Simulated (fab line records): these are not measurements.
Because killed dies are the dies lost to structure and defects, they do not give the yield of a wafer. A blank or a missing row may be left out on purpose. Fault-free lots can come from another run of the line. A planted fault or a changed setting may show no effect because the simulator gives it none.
Which of the tools did it? ; flow ritCmos ; 6 lots, 18 wafers sampled, at 2 steps of a route of 202

## WHAT THE GAUGES SHOWED, per wafer
RIT_M1_CD_MEAS_90: the cd target is 2600 nm.
lot;measured;on;cdNm (nm)
L481;day 3 12:52;cdSem-01;2601.1 2605.9 2605.0
L483;day 3 22:55;cdSem-02;2596.2 2596.6 2597.6
L487;day 4 17:14;cdSem-02;2599.6 2610.2 2611.6
L495;day 6 10:58;cdSem-01;2600.2 2602.5 2601.2
L497;day 6 23:34;cdSem-02;2597.5 2598.1 2597.8
L501;day 7 17:53;cdSem-02;2601.6 2600.6 2601.1

## TOOL THAT RAN EACH LOT (tool first, then ch and the chambers of the sampled wafers, then the start)
lot;RIT_M1_METAL_ETCH_12
L481;rieMetal-01 ch 0,1, day 3 12:22
L483;rieMetal-02 ch 0,1, day 3 22:24
L487;rieMetal-01 ch 0,1, day 4 16:44
L495;rieMetal-04 ch 0,1, day 6 10:26
L497;rieMetal-02 ch 1, day 6 23:02
L501;rieMetal-04 ch 0,1, day 7 17:22
- RIT_M1_METAL_ETCH_12: etches Al in Cl2/BCl3, stops on SiO2, time 165 s, target depth 600 nm.

## THE ANSWER, worked out from the rows above alone
Rule: usual is defined by the lots themselves. The widest of any qualifying gaps counts: lots, ordered by their means at a reading, are off when they make up no more than a third of the lots, leave a main group of 4 or more, and stand apart from it by 3 or more times the standard deviation of that group's means. Not used: any main group whose means are identical at the precision the tables above print for the reading. A lot without any number at a reading at which 4 lots or more have one is off too. All remaining lots with rows at the step are treated as sound.
No lot is off at any reading shown: from this, nothing can be told.

## WHAT THE SIMULATOR PUT IN
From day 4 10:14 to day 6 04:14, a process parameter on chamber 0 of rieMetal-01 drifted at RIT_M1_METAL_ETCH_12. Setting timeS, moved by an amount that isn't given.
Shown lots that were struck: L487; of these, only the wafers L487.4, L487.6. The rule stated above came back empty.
